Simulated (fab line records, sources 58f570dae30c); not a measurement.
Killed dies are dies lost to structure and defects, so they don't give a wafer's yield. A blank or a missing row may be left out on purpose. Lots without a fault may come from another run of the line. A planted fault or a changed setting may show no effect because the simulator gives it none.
Which tool did it? | flow berkeley_cmos170 | 13 lots, 39 wafers sampled, at 3 steps of a route of 331

WHAT THE GAUGES READ, wafer by wafer
UCB170_PLDD_CD_MEAS_06: target cd 1200 nm.
lot  | measured     | on        | cd_nm (nm)
L339 | day 6 22:59  | cd_sem-02 | 1197.6 1199.3 1198.5
L343 | day 7 15:17  | cd_sem-01 | 1201.0 1200.1 1201.0
L344 | day 7 14:52  | cd_sem-02 | 1201.6 1201.7 1201.5
L346 | day 8 14:01  | cd_sem-01 | 1200.3 1201.1 1202.5
L351 | day 9 00:19  | cd_sem-02 | 1198.6 1199.6 1199.7
L352 | day 9 01:58  | cd_sem-01 | 1199.9 1199.2 1199.0
L353 | day 9 21:32  | cd_sem-02 | 1200.6 1200.1 1200.0
L354 | day 9 21:41  | cd_sem-01 | 1199.3 1199.2 1197.7
L355 | day 10 08:52 | cd_sem-02 | 1199.5 1198.7 1198.9
L356 | day 10 09:09 | cd_sem-02 | 1197.7 1197.4 1197.7
L357 | day 10 16:26 | cd_sem-01 | 1199.7 1199.2 1198.9
L358 | day 11 08:26 | cd_sem-02 | 1203.0 1202.8 1202.9
L360 | day 11 17:44 | cd_sem-01 | 1198.2 1201.1 1199.6

WHICH TOOL RAN EACH LOT (tool, then ch and the chambers of the sampled wafers, then the start)
lot  | UCB170_NWELL_EXPOSE_09           | UCB170_PFIELD_STRIP_08
L339 | krf_scanner-02 ch 0, day 2 11:00 | plasma_asher-04 ch 0,1, day 4 18:27
L343 | krf_scanner-02 ch 0, day 3 10:43 | plasma_asher-04 ch 0,1, day 5 15:28
L344 | krf_scanner-02 ch 0, day 3 15:14 | plasma_asher-03 ch 0,1, day 5 15:43
L346 | krf_scanner-02 ch 0, day 3 23:43 | plasma_asher-04 ch 0,1, day 6 14:35
L351 | krf_scanner-02 ch 0, day 4 18:04 | plasma_asher-03 ch 0,1, day 6 22:04
L352 | krf_scanner-02 ch 0, day 4 23:40 | plasma_asher-03 ch 0,1, day 7 03:09
L353 | krf_scanner-02 ch 0, day 5 06:46 | plasma_asher-01 ch 0,1, day 7 11:37
L354 | krf_scanner-02 ch 0, day 5 10:13 | plasma_asher-03 ch 0,1, day 7 11:24
L355 | krf_scanner-02 ch 0, day 5 14:31 | plasma_asher-03 ch 1, day 8 05:37
L356 | krf_scanner-02 ch 0, day 5 19:41 | plasma_asher-01 ch 0,1, day 8 06:11
L357 | krf_scanner-02 ch 0, day 6 03:37 | plasma_asher-03 ch 0,1, day 8 11:08
L358 | krf_scanner-02 ch 0, day 6 12:27 | plasma_asher-03 ch 0,1, day 8 21:42
L360 | krf_scanner-01 ch 0, day 6 23:55 | plasma_asher-01 ch 0,1, day 9 07:41
- UCB170_NWELL_EXPOSE_09: exposes mask NWELL, target cd 3000 nm.
- UCB170_PFIELD_STRIP_08: strips in O2.

WHAT THE TOOLS THEMSELVES READ (means of the sampled wafers that have a number; where no wafer has one, the mark that the record gives instead)
UCB170_PFIELD_STRIP_08.
lot  | tool            | drypump_motor_current_A (A) | o2_flow_sccm (sccm) | oes_product_au (a.u.) | strip_time_to_endpoint_s (s)
L339 | plasma_asher-04 | 5.60                        | 400.5               | 0.732                 | 21.66
L343 | plasma_asher-04 | 5.63                        | 400.8               | 0.731                 | 21.57
L344 | plasma_asher-03 | 5.82                        | 398.9               | 0.732                 | 21.61
L346 | plasma_asher-04 | 5.58                        | 400.0               | 0.733                 | 21.59
L351 | plasma_asher-03 | 5.64                        | 399.0               | 0.734                 | 21.56
L352 | plasma_asher-03 | 5.83                        | 400.7               | 0.736                 | 21.63
L353 | plasma_asher-01 | 5.79                        | 399.9               | 0.733                 | 21.66
L354 | plasma_asher-03 | 5.66                        | 400.4               | 0.732                 | 21.63
L355 | plasma_asher-03 | 6.03                        | 400.6               | 0.733                 | 21.73
L356 | plasma_asher-01 | 5.79                        | 400.6               | 0.736                 | 21.62
L357 | plasma_asher-03 | 5.84                        | 398.5               | 0.735                 | 21.64
L358 | plasma_asher-03 | 5.83                        | 400.0               | 0.730                 | 21.71
L360 | plasma_asher-01 | 5.80                        | 400.8               | 0.737                 | 21.73

THE ANSWER, worked out from the rows above alone
Rule: what is usual is taken from the lots themselves. Put in order of their means at a reading, lots are off if they are a third of the lots or fewer, leave a main group of 4 or more, and stand apart from it by a gap of 3 or more times the standard deviation of the main group's means; of several such gaps the widest counts. A main group whose means are all the same, to the digits that the tables above print for the reading, isn't used. A lot without any number at a reading at which 4 lots or more have one is off too. The other lots that the step has rows for count as sound. The gauges are gone through in route order, then the tools' own readings, and for those a lot's mean is taken as printed above. The first step at which some lot is off is used, and at that step the reading that is off furthest; a lot without a number counts as furthest.
No lot is off at any reading shown: from this, nothing can be told.

WHAT THE SIMULATOR HAD PUT IN
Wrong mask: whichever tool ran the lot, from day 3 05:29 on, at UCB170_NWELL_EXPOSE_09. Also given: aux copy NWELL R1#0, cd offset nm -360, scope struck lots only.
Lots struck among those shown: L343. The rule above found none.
